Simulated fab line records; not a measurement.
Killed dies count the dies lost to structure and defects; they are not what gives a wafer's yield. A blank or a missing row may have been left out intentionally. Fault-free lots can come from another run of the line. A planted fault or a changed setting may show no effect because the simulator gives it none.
The tool behind it: which one? | flow ritCmos | 7 lots, 21 wafers sampled, at 2 steps of a route of 202

== WHAT THE GAUGES SHOWED, per wafer ==
RIT_SDANNEAL_RS_MEAS_07: a four-point-probe measurement.
lot  | measured    | on           | NLDD_RS (ohm/sq)
L454 | day 3 14:21 | filmMetro-02 | 151.8 152.0 151.7
L456 | day 4 05:04 | filmMetro-01 | 151.1 151.0 151.2
L460 | day 5 00:29 | filmMetro-03 | 151.6 151.4 151.3
L463 | day 5 14:13 | filmMetro-01 | 151.3 151.4 152.3
L465 | day 5 23:20 | filmMetro-03 | 151.7 151.1 152.3
L468 | day 6 12:54 | filmMetro-02 | 152.7 151.9 151.9
L475 | day 8 04:43 | filmMetro-03 | 161.4 162.0 161.3

== WHAT TOOL EACH LOT RAN ON (gives the tool, then ch and the chambers of the sampled wafers, and finally the start) ==
lot  | RIT_NLDD_IMPLANT_08
L454 | implanter-02 ch 0, day 3 05:35
L456 | implanter-02 ch 0, day 3 20:46
L460 | implanter-02 ch 0, day 4 14:58
L463 | implanter-02 ch 0, day 5 05:45
L465 | implanter-04 ch 0, day 5 15:10
L468 | implanter-03 ch 0, day 6 03:11
L475 | implanter-03 ch 0, day 7 18:04
- RIT_NLDD_IMPLANT_08

== THE ANSWER, worked out from the rows above alone ==
Rule: the usual values come from the lots themselves. Put in order of their means at a reading, lots are off if they are a third of the lots or fewer, leave a main group of 4 or more, and stand apart from it by a gap of 3 or more times the standard deviation of the main group's means; of several such gaps the widest counts. If all means in a main group match to the digits the tables above print for the reading, that group is not used. A lot without any number at a reading at which 4 lots or more have one is off too. All remaining lots with rows at the step are treated as sound.
Off: L475, seen at RIT_SDANNEAL_RS_MEAS_07 (NLDD_RS). The main group has a mean of 151.7 ohm/sq with a standard deviation of 0.33.
If a tool, at a process step before that reading, ran all the lots that are off and no sound lot after the first of them, it fits. The gauges at RIT_SDANNEAL_RS_MEAS_07 are tried like those tools. This does not decide it: 2 tools fit, namely implanter-03 at RIT_NLDD_IMPLANT_08 and filmMetro-03 at RIT_SDANNEAL_RS_MEAS_07.

== WHAT THE SIMULATOR HAD PUT IN ==
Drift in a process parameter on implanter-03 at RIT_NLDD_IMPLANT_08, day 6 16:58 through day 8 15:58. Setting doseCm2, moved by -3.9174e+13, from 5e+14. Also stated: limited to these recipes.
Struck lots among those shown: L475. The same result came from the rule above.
